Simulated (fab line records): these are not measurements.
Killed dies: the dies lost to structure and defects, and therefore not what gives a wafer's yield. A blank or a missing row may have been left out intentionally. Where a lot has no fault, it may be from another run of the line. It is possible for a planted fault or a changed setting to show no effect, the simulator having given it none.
Which of the tools did it? + flow berkeley cmos170 + Sampling: 14 lots, 42 wafers, 3 of 331 route steps

== WHAT EACH GAUGE READ, for each wafer ==
UCB170_V1_THK_MEAS_01. Usual: V1_TEOS_THK 2009 nm, standard deviation 26.
| lot  | measured     | on            | V1_TEOS_THK (nm) | flag |
|------|--------------|---------------|------------------|------|
| L387 | day 8 05:50  | film metro-03 | 1973 2015 2022   |      |
| L389 | day 8 14:46  | film metro-02 | 1958 1981 1985   |      |
| L391 | day 9 06:00  | film metro-03 | 2038 2000 2027   |      |
| L392 | day 9 07:20  | film metro-02 | 1994 1978 2019   |      |
| L394 | day 9 12:59  | film metro-02 | 2004 1992 2012   |      |
| L395 | day 10 06:44 | film metro-04 | 2012 2017 2034   |      |
| L397 | day 10 17:36 | film metro-03 | 1936 1957 2004   |      |
| L401 | day 11 03:50 | film metro-03 | 1990 2045 2047   |      |
| L399 | day 11 05:11 | film metro-03 | 1980 1988 2015   |      |
| L406 | day 12 02:17 | film metro-03 | 2012 2061 2082   |      |
| L405 | day 12 03:43 | film metro-03 | 1813 1795 1798   | OFF  |
| L407 | day 12 13:43 | film metro-02 | 1754 1799 1816   | OFF  |
| L408 | day 12 15:03 | film metro-03 | 1974 1985 2025   |      |
| L410 | day 13 08:29 | film metro-02 | 2009 1972 2003   |      |

UCB170_V1_THK_MEAS_04. Usual: V1_POLISHED_THK 1000.7 nm, standard deviation 1.1.
| lot  | measured     | on            | V1_POLISHED_THK (nm) | flag |
|------|--------------|---------------|----------------------|------|
| L387 | day 8 06:19  | film metro-02 | 998.7 1000.5 1000.2  |      |
| L389 | day 8 15:14  | film metro-03 | 1000.1 1001.3 1001.2 |      |
| L391 | day 9 06:29  | film metro-04 | 998.4 999.5 1000.2   |      |
| L392 | day 9 07:50  | film metro-04 | 1001.9 1001.4 1000.2 |      |
| L394 | day 9 13:28  | film metro-04 | 1002.7 1002.2 1000.2 |      |
| L395 | day 10 07:13 | film metro-03 | 1002.0 1002.6 1001.7 |      |
| L397 | day 10 18:06 | film metro-04 | 1001.2 1001.2 999.6  |      |
| L401 | day 11 04:19 | film metro-04 | 1002.0 1000.5 1001.1 |      |
| L399 | day 11 05:40 | film metro-03 | 1002.3 1001.4 1001.0 |      |
| L406 | day 12 02:46 | film metro-03 | 1001.8 1000.9 1000.6 |      |
| L405 | day 12 04:12 | film metro-03 | 799.1 799.3 801.0    | OFF  |
| L407 | day 12 14:12 | film metro-03 | 799.7 796.0 797.7    | OFF  |
| L408 | day 12 15:35 | film metro-03 | 999.9 1000.4 1001.4  |      |
| L410 | day 13 08:58 | film metro-02 | 1000.1 1000.6 1001.9 |      |

== WHAT TOOL EACH LOT RAN ON (gives the tool, then ch and the chambers of the sampled wafers, and finally the start) ==
| lot  | UCB170_V1_CVD_00                |
|------|---------------------------------|
| L387 | pecvd-02 ch 1,2, day 8 05:40    |
| L389 | pecvd-02 ch 0,1, day 8 14:36    |
| L391 | pecvd-04 ch 0,2, day 9 05:51    |
| L392 | pecvd-02 ch 0,2, day 9 07:11    |
| L394 | pecvd-04 ch 1,2, day 9 12:50    |
| L395 | pecvd-01 ch 1,2, day 10 06:34   |
| L397 | pecvd-04 ch 0,1, day 10 17:26   |
| L401 | pecvd-01 ch 0,1,2, day 11 03:41 |
| L399 | pecvd-02 ch 0,1,2, day 11 05:01 |
| L406 | pecvd-01 ch 0,1, day 12 02:07   |
| L405 | pecvd-04 ch 1,2, day 12 03:32   |
| L407 | pecvd-04 ch 0,1,2, day 12 13:34 |
| L408 | pecvd-01 ch 1,2, day 12 14:54   |
| L410 | pecvd-01 ch 0,1,2, day 13 08:20 |
- UCB170_V1_CVD_00: deposits SiO2 from TEOS/O2, target thk 2000 nm, time 250 s.

== WHAT THE TOOLS THEMSELVES READ (means of the sampled wafers that have a number; where no wafer has one, the mark that the record gives instead) ==
UCB170_V1_CVD_00. Usual: heater power w 242 W, standard deviation 65; rf fwd power W 548.5 W, standard deviation 1.8; susceptor temp C 390.00 C, standard deviation 0.21.
| lot  | tool     | heater power w (W) | rf fwd power W (W) | susceptor temp C (C) | flag |
|------|----------|--------------------|--------------------|----------------------|------|
| L387 | pecvd-02 | 293                | 548.6              | 390.16               |      |
| L389 | pecvd-02 | 222                | 547.5              | 390.02               |      |
| L391 | pecvd-04 | 204                | 548.6              | 390.03               |      |
| L392 | pecvd-02 | 231                | 548.7              | 389.86               |      |
| L394 | pecvd-04 | 306                | 548.7              | 390.00               |      |
| L395 | pecvd-01 | 177                | 549.0              | 389.98               |      |
| L397 | pecvd-04 | 334                | 548.4              | 389.97               |      |
| L401 | pecvd-01 | 182                | 548.5              | 389.98               |      |
| L399 | pecvd-02 | 250                | 549.9              | 389.84               |      |
| L406 | pecvd-01 | 183                | 550.3              | 390.32               |      |
| L405 | pecvd-04 | 202                | 548.0              | 389.86               |      |
| L407 | pecvd-04 | 281                | 548.1              | 390.03               |      |
| L408 | pecvd-01 | 196                | 548.3              | 389.76               |      |
| L410 | pecvd-01 | 220                | 548.9              | 390.12               |      |

== THE ANSWER, worked out from the rows above alone ==
Rule: lot off if the mean of its wafers having a number is beyond 3 standard deviations from the usual mean. A lot without any number at a reading at which 4 lots or more have one is off too. All remaining lots with rows at the step are treated as sound. First the gauges in route order, then the tools' own readings, where a lot's mean is used as printed above. At the first step where some lot is off, the reading lying furthest off is the one used; lots without a number count as furthest.
Off: L405, L407, at UCB170_V1_THK_MEAS_01 (V1_TEOS_THK).
A tool fits if, at a process step before that reading, it ran every lot that is off, and no sound lot after the first of them. Gauges at UCB170_V1_THK_MEAS_01: tried the same way as those tools. One candidate fits, namely pecvd-04 at UCB170_V1_CVD_00. A fault onset in the window from L397 (day 10 17:26, its last sound lot) to L405 (day 12 03:32, its first lot off) fits.

== WHAT WAS PUT IN BY THE SIMULATOR ==
Site profile drift: pecvd-04, from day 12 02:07 on, at UCB170_V1_CVD_00. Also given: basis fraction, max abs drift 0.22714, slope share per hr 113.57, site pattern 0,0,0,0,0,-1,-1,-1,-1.
Shown lots that were struck: L405, L407. The rule above found the same.
